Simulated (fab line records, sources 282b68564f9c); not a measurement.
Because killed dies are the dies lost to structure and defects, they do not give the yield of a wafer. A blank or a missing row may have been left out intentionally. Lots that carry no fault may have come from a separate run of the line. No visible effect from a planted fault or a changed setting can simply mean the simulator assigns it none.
A lot that was struck, set against a sound lot -- flow ritCmos -- 16 out of 202 route steps
Sound: the wafers L780.1, L780.4, L780.6. Wafers struck: L788.3, L788.4, L788.6. At the end, the cause is stated.
Per side, at each step with rows, come the tool, then ch with its chambers, and then its first start. Under that, the readings that differ: sound wafers -- struck wafers -- difference of the means -- sigmas: that difference in standard deviations of wafers without a fault.
alike: a reading whose means differ by less than 2 such deviations, as well as words and numbers matching on both sides. not compared: withheld readings; readings where some wafer has no value; bounds like >300 that might hide an equal value; numbers whose values overlap and for which the record gives no deviation.
Wherever a step has rows on one side only, a row that says differs or no value, or a row with sigmas, the two part there. When numbers do not overlap yet have no deviation, they are printed without sigmas and do not part them. A reading that every wafer of one side lacks parts them only if that side has two wafers or more.

RIT_CONTACT_STRIP_12: strips in O2, time 180 s.
  sound on plasmaAsher-02 ch 0,1, day 6 03:25; struck on plasmaAsher-04 ch 0,1, day 7 17:47
  alike: drypumpMotorCurrentA
  not compared: rfHoursCounterH
RIT_CONTACT_CD_MEAS_90: target cd 1000 nm.
  struck on cdSem-02, day 7 17:57; sound on cdSem-02, day 6 03:35
  alike: cdNm
then, 2 steps without rows for these wafers: RIT_CONTACT_CLEAN_13 (cleans in SC1, time 571.1 s); RIT_CONTACT_CLEAN_14 (cleans in SC2, time 600 s).
RIT_M1_SPUTTER_00: material Al, target thk 400 nm, time 500 s.
  struck on pvdSputter-01, day 7 18:23; sound on pvdSputter-01, day 6 04:15
  alike: throttleValvePct
RIT_M1_RS_MEAS_01: measurement is done with a four-point probe.
  struck on filmMetro-03, day 7 18:43; sound on filmMetro-02, day 6 04:32
  alike: M1_AL_RS
RIT_M1_THK_MEAS_02: measures by xrf.
  struck on filmMetro-03, day 7 18:49; sound on filmMetro-02, day 6 04:40
  alike: M1_AL_THK
then, 5 steps without rows for these wafers: RIT_M1_HMDS_03 (prime time 60 s); RIT_M1_COAT_04 (resist thk 1300 nm); RIT_M1_SOFTBAKE_05 (time 60 s); RIT_M1_EXPOSE_06 (exposes mask M12, target cd 2600 nm); RIT_M1_PEB_07.
RIT_M1_DEVELOP_08: develop time 68 s.
  sound on lithoTrack-01 ch 0, day 6 05:00; struck on lithoTrack-03 ch 0, day 7 19:00
  alike: exhaustPa
RIT_M1_CD_MEAS_09: target cd 2600 nm.
  struck on cdSem-02, day 7 19:54; sound on cdSem-02, day 6 05:36
reading,sound,struck,difference,sigmas
cdNm (nm),2602.2 2602.9 2603.3,- - -,no value on the struck wafers,
RIT_M1_OVL_MEAS_10:
  struck on overlay-02, day 7 19:59; sound on overlay-02, day 6 05:43
reading,sound,struck,difference,sigmas
M1_OVL (nm),-0.6 0.7 -0.2,- - -,no value on the struck wafers,
then, 1 step without rows for these wafers: RIT_M1_HARDBAKE_11 (time 120 s).

## WHERE THEY PART
Last at RIT_M1_OVL_MEAS_10 as far as this record goes, first at RIT_M1_CD_MEAS_09.

WHY: what had been put in by the simulator
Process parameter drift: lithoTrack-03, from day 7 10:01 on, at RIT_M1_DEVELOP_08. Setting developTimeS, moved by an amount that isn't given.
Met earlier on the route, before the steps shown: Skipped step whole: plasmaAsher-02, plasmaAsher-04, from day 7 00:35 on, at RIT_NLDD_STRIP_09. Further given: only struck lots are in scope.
